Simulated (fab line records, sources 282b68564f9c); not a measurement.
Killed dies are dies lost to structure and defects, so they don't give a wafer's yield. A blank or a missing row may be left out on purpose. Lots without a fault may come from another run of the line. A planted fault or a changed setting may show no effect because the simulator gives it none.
Tool commonality check | flow rit_cmos | 14 lots, 42 wafers sampled

WHY IT WAS OPENED
At RIT_GATE_CD_MEAS_16 the reading cd_nm is flagged on 2 of 14 lots. Wafers without a fault read 150.2 nm, standard deviation 2.6.
Rule: a lot is flagged when every wafer of it that has a number lies more than 4 standard deviations from that mean, or none has a number. The other lots count as sound.

lot  | measured    | on        | cd_nm (nm), wafer by wafer | flag
L749 | day 2 16:08 | cd_sem-02 | 146.4 147.6 147.8          |
L750 | day 2 20:15 | cd_sem-02 | 152.3 150.1 150.5          |
L751 | day 3 01:36 | cd_sem-01 | 149.4 151.7 151.2          |
L753 | day 3 15:09 | cd_sem-02 | 158.4 155.6 154.8          |
L754 | day 3 17:27 | cd_sem-02 | 148.1 150.6 149.6          |
L755 | day 3 23:13 | cd_sem-01 | 166.1 165.6 165.7          | FLAGGED
L757 | day 4 05:56 | cd_sem-02 | 162.6 162.8 165.5          | FLAGGED
L759 | day 4 20:19 | cd_sem-02 | 153.8 152.2 153.0          |
L762 | day 5 16:24 | cd_sem-01 | 153.3 154.9 152.8          |
L764 | day 5 19:17 | cd_sem-01 | 150.0 145.1 150.4          |
L766 | day 6 12:43 | cd_sem-01 | 152.4 149.2 151.8          |
L767 | day 7 00:29 | cd_sem-01 | 147.5 151.5 148.9          |
L768 | day 7 03:32 | cd_sem-01 | 145.0 145.8 146.5          |
L771 | day 7 22:41 | cd_sem-02 | 152.2 154.0 153.3          |
The numbers of the flagged lots are 164.7 nm on average: +14.5 nm against the usual, or +6 standard deviations.

WHICH TOOL RAN EACH LOT
The record holds 1 process step before the reading, out of a route of 202 steps. In each cell: the tool, then ch and the chambers that the sampled wafers went through, then the start.
lot  | flag    | RIT_GATE_COAT_11
L749 |         | litho_track-03 ch 0, day 2 15:07
L750 |         | litho_track-02 ch 0, day 2 19:26
L751 |         | litho_track-02 ch 0, day 3 00:46
L753 |         | litho_track-03 ch 0, day 3 14:14
L754 |         | litho_track-03 ch 0, day 3 16:37
L755 | FLAGGED | litho_track-03 ch 0, day 3 22:31
L757 | FLAGGED | litho_track-03 ch 0, day 4 05:07
L759 |         | litho_track-01 ch 0, day 4 19:38
L762 |         | litho_track-02 ch 0, day 5 15:35
L764 |         | litho_track-02 ch 0, day 5 18:35
L766 |         | litho_track-01 ch 0, day 6 12:01
L767 |         | litho_track-02 ch 0, day 6 23:39
L768 |         | litho_track-03 ch 0, day 7 02:47
L771 |         | litho_track-03 ch 0, day 7 21:37
What these steps do:
- RIT_GATE_COAT_11: resist thk 850 nm.
- RIT_GATE_CD_MEAS_16: target cd 150 nm.

FLAGGED OVER TOTAL, TOOL BY TOOL (the gauges that took the reading come last)
step                | tool           | lots run | flagged | share of the flagged lots | sound lots run after its first flagged lot
RIT_GATE_COAT_11    | litho_track-01 | 2        | 0       | none                      | -
RIT_GATE_COAT_11    | litho_track-02 | 5        | 0       | none                      | -
RIT_GATE_COAT_11    | litho_track-03 | 7        | 2       | all                       | 2 (L768,L771)
RIT_GATE_CD_MEAS_16 | cd_sem-01      | 7        | 1       | some                      | 5 (L762,L764,L766,L767,L768)
RIT_GATE_CD_MEAS_16 | cd_sem-02      | 7        | 1       | some                      | 2 (L759,L771)

WHAT THE TABLE ALLOWS
1 row of the table ran every flagged lot: litho_track-03 at RIT_GATE_COAT_11.
- litho_track-03 at RIT_GATE_COAT_11: 2 of its 7 lots flagged. Sound lots ran on it after the first flagged one (L768, L771), which a lasting fault on the whole tool wouldn't allow.
No row of the table ran every flagged lot and no sound lot after the first.

WHAT THE SIMULATOR HAD PUT IN
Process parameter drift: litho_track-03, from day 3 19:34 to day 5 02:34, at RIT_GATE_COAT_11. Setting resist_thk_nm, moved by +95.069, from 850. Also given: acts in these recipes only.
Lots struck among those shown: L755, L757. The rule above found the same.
